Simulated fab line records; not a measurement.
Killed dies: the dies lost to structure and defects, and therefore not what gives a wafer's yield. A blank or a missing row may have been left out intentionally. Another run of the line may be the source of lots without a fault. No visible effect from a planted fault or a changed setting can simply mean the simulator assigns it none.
Which tool was responsible? / flow rit cmos / 14 lots, 42 wafers sampled, at 2 steps of a route of 202

WHAT THE GAUGES READ, wafer by wafer
RIT_ACTIVE_CD_MEAS_11 targets a cd of 1400 nm.
lot=L445; measured=day 1 15:37; on=cd sem-02; cd nm (nm)=1398.8 1400.2 1400.5
lot=L449; measured=day 2 12:56; on=cd sem-01; cd nm (nm)=1397.0 1399.0 1398.9
lot=L450; measured=day 2 15:42; on=cd sem-01; cd nm (nm)=1397.4 1396.7 1398.4
lot=L453; measured=day 3 07:25; on=cd sem-02; cd nm (nm)=1404.1 1404.5 1406.0
lot=L454; measured=day 3 14:43; on=cd sem-02; cd nm (nm)=1399.8 1398.6 1400.1
lot=L455; measured=day 3 16:59; on=cd sem-01; cd nm (nm)=1401.1 1403.1 1404.4
lot=L456; measured=day 3 21:28; on=cd sem-01; cd nm (nm)=1399.2 1397.7 1399.2
lot=L457; measured=day 4 04:30; on=cd sem-01; cd nm (nm)=1400.9 1398.6 1400.3
lot=L458; measured=day 4 07:57; on=cd sem-01; cd nm (nm)=1400.6 1400.2 1398.5
lot=L460; measured=day 4 18:41; on=cd sem-01; cd nm (nm)=1396.4 1397.4 1400.1
lot=L465; measured=day 5 20:58; on=cd sem-02; cd nm (nm)=1327.8 1329.4 1327.8 1327.4 1329.4 1327.8
lot=L466; measured=day 6 08:47; on=cd sem-02; cd nm (nm)=1346.2 1348.2 1349.8 1346.0 1348.2 1350.1
lot=L467; measured=day 6 09:01; on=cd sem-01; cd nm (nm)=1405.1 1403.9 1404.5
lot=L468; measured=day 6 14:57; on=cd sem-01; cd nm (nm)=1397.8 1399.1 1398.6

WHICH TOOL RAN EACH LOT (tool, then ch and the chambers of the sampled wafers, then the start)
lot=L445; RIT_ACTIVE_COAT_06=litho track-03 ch 0, day 1 14:48
lot=L449; RIT_ACTIVE_COAT_06=litho track-04 ch 0, day 2 12:05
lot=L450; RIT_ACTIVE_COAT_06=litho track-04 ch 0, day 2 14:52
lot=L453; RIT_ACTIVE_COAT_06=litho track-03 ch 0, day 3 06:29
lot=L454; RIT_ACTIVE_COAT_06=litho track-03 ch 0, day 3 13:47
lot=L455; RIT_ACTIVE_COAT_06=litho track-04 ch 0, day 3 16:09
lot=L456; RIT_ACTIVE_COAT_06=litho track-03 ch 0, day 3 20:46
lot=L457; RIT_ACTIVE_COAT_06=litho track-03 ch 0, day 4 03:49
lot=L458; RIT_ACTIVE_COAT_06=litho track-01 ch 0, day 4 07:05
lot=L460; RIT_ACTIVE_COAT_06=litho track-03 ch 0, day 4 18:00
lot=L465; RIT_ACTIVE_COAT_06=litho track-03 ch 0, day 5 20:16
lot=L466; RIT_ACTIVE_COAT_06=litho track-03 ch 0, day 6 08:05
lot=L467; RIT_ACTIVE_COAT_06=litho track-04 ch 0, day 6 08:05
lot=L468; RIT_ACTIVE_COAT_06=litho track-01 ch 0, day 6 14:08
- RIT_ACTIVE_COAT_06: resist thk 1000 nm.

AS READ BY THE TOOLS THEMSELVES (means over the sampled wafers that have a number; for cases with no such wafer, the mark the record gives instead)
The record holds no such reading with a usual standard deviation.

THE ANSWER, worked out from the rows above alone
Rule: usual is defined by the lots themselves. The widest of any qualifying gaps counts: lots, ordered by their means at a reading, are off when they make up no more than a third of the lots, leave a main group of 4 or more, and stand apart from it by 3 or more times the standard deviation of that group's means. Not used: any main group whose means are identical at the precision the tables above print for the reading. A lot without any number at a reading at which 4 lots or more have one is off too. All remaining lots with rows at the step are treated as sound. First the gauges in route order, then the tools' own readings, where a lot's mean is used as printed above. At the first step where some lot is off, the reading lying furthest off is the one used; lots without a number count as furthest.
Off: L465, L466, at RIT_ACTIVE_CD_MEAS_11 (cd nm). The main group has a mean of 1400.2 nm with a standard deviation of 2.4.
If a tool, at a process step before that reading, ran all the lots that are off and no sound lot after the first of them, it fits. Those tools and the gauges at RIT_ACTIVE_CD_MEAS_11 are tried in the same way. This does not decide it: 2 tools fit, namely litho track-03 at RIT_ACTIVE_COAT_06 and cd sem-02 at RIT_ACTIVE_CD_MEAS_11.

WHAT HAD BEEN PUT IN BY THE SIMULATOR
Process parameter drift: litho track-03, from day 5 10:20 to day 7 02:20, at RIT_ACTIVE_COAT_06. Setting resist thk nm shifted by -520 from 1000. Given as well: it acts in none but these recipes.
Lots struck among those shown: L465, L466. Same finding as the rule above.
